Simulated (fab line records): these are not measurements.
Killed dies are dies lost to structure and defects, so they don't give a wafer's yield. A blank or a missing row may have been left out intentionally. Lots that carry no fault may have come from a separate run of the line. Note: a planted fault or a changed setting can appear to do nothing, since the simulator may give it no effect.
Chamber matching :: flow rit-cmos :: rie-si-01 running RIT_GATE_ETCH_19: 4 sister chambers
The step etches poly-Si in SF6/CHF3/O2, stops on SiO2, time 165 s, target depth 312.5 nm. 4 wafers are shown with their chamber, then 8 later ones without.

== EACH WAFER AND ITS CHAMBER ==
wafer: L794.1
chamber: 0
throttle-valve-pct (%): 10.29

wafer: L796.1
chamber: 2
throttle-valve-pct (%): 10.48

wafer: L796.3
chamber: 1
throttle-valve-pct (%): 10.06

wafer: L798.1
chamber: 3
throttle-valve-pct (%): 10.19

== WAFERS WITHOUT THEIR CHAMBER ==
wafer: L798.5
throttle-valve-pct (%): 10.28

wafer: L798.6
throttle-valve-pct (%): 10.07

wafer: L800.3
throttle-valve-pct (%): 10.48

wafer: L800.4
throttle-valve-pct (%): 10.19

wafer: L800.6
throttle-valve-pct (%): 10.47

wafer: L802.1
throttle-valve-pct (%): 10.19

wafer: L802.2
throttle-valve-pct (%): 10.08

wafer: L802.5
throttle-valve-pct (%): 10.29

== WHICH CHAMBER EACH ONE RAN IN ==
wafer: L798.5
from the rows above: 0
in truth: 0

wafer: L798.6
from the rows above: 1
in truth: 1

wafer: L800.3
from the rows above: 2
in truth: 2

wafer: L800.4
from the rows above: 3
in truth: 3

wafer: L800.6
from the rows above: 2
in truth: 2

wafer: L802.1
from the rows above: 3
in truth: 3

wafer: L802.2
from the rows above: 1
in truth: 1

wafer: L802.5
from the rows above: 0
in truth: 0
Placed correctly: 8 of 8. Left unplaced by these rows: 0. Number placed wrongly: 0.
How it was worked out, from the rows above alone: a wafer's distance from a chamber is the root of the sum, over the readings, of the square of ((its reading less the chamber's mean) divided by the reading's scatter). The wafer belongs to the nearest chamber; if the next one is less than 2 further off, it can't be placed. The mean given for a chamber averages the wafers shown for that chamber. The scatter: with one shown wafer a chamber, the root of the mean of the squares of how far each hidden wafer lies from its nearest shown one.
